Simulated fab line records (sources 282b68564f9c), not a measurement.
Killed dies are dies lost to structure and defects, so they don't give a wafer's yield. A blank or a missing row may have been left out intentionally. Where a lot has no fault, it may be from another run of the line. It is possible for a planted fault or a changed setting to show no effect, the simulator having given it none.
A lot that was struck, set against a sound lot + flow rit_cmos + 15 out of 202 route steps
Sound: wafers L409.1, L409.5, L409.6. Wafers L425.1, L425.2, L425.3 were the ones struck. The cause is named last.
Each step with rows lists, per side, the tool, then ch with its chambers, then its first start. Under that, the readings that differ: sound wafers + struck wafers + difference of the means + sigmas: that difference in standard deviations of wafers without a fault.
alike: words and numbers the same on both sides, and readings whose means are apart by under 2 such deviations; not compared: readings that were withheld, readings missing a value for some wafer, numbers with overlapping values and no deviation given by the record, and bounds like >300 which may hide the same value.
The two part at a step that has a row with sigmas, a row that says differs or no value, or rows on one side only. Non-overlapping numbers with no deviation appear without sigmas and do not part them. Lack of a reading on every wafer of one side parts them only where that side has two or more wafers.

first, 2 steps without rows for these wafers: RIT_PWELL_PEB_04; RIT_PWELL_DEVELOP_05 (develop time 68 s).
RIT_PWELL_OVL_MEAS_06:
  sound: overlay-02 at day 2 17:59; struck: overlay-02 at day 5 20:58
  alike: PWELL_OVL
then, 2 steps without rows for these wafers: RIT_PWELL_HARDBAKE_07 (time 120 s); RIT_PWELL_IMPLANT_08.
RIT_PWELL_STRIP_09: strips in O2, time 180 s.
  sound on plasma_asher-04 ch 0,1, day 2 18:26; struck on plasma_asher-04 ch 0,1, day 5 21:25
  alike: chamber_pressure_mTorr, drypump_motor_current_A
  not compared: rf_hours_counter_h
RIT_PWELL_TW_MEAS_10:
  sound: film_metro-02 at day 2 18:36; struck: film_metro-02 at day 5 21:35
  alike: PWELL_TW
then, 1 step without rows for these wafers: RIT_WELLDRIVE_ANNEAL_00 (time 14700 s).
RIT_WELLDRIVE_RS_MEAS_01: a four-point-probe measurement.
  sound: film_metro-02 at day 3 03:34; struck: film_metro-02 at day 6 02:52
  alike: NWELL_RS
RIT_WELLDRIVE_RS_MEAS_02: a four-point-probe measurement.
  sound: film_metro-02 at day 3 03:41; struck: film_metro-02 at day 6 02:59
  alike: PWELL_RS
then, 2 steps without rows for these wafers: RIT_NRETRO_HMDS_00 (prime time 60 s); RIT_NRETRO_COAT_01 (resist thk 1300 nm).
RIT_NRETRO_SOFTBAKE_02: time 60 s.
  sound on litho_track-02 ch 0, day 3 04:06; struck on litho_track-01 ch 0, day 6 03:34
| reading          | sound             | struck            | difference | sigmas |
|------------------|-------------------|-------------------|------------|--------|
| run_length_s (s) | 89.27 89.49 89.17 | 93.87 93.98 94.05 | +4.66      | +19    |
  alike: chill_plate_temp_C, plate_temp_C
then, 1 step without rows for these wafers: RIT_NRETRO_EXPOSE_03 (exposes mask M4, target cd 43900 nm).
RIT_M1_PROBE_99:
  sound: prober-02 at day 4 09:27; struck: prober-02 at day 7 07:42
  alike: killed_at_contacts, killed_at_front_end, killed_dies, killed_open, killed_short

WHERE THEY PART
Only at RIT_NRETRO_SOFTBAKE_02, as far as this record shows. Later steps at which nothing parts them and some readings are alike: RIT_M1_PROBE_99.

WHY: whatever the simulator had introduced
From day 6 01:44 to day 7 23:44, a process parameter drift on litho_track-01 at RIT_NRETRO_SOFTBAKE_02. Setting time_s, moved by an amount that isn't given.
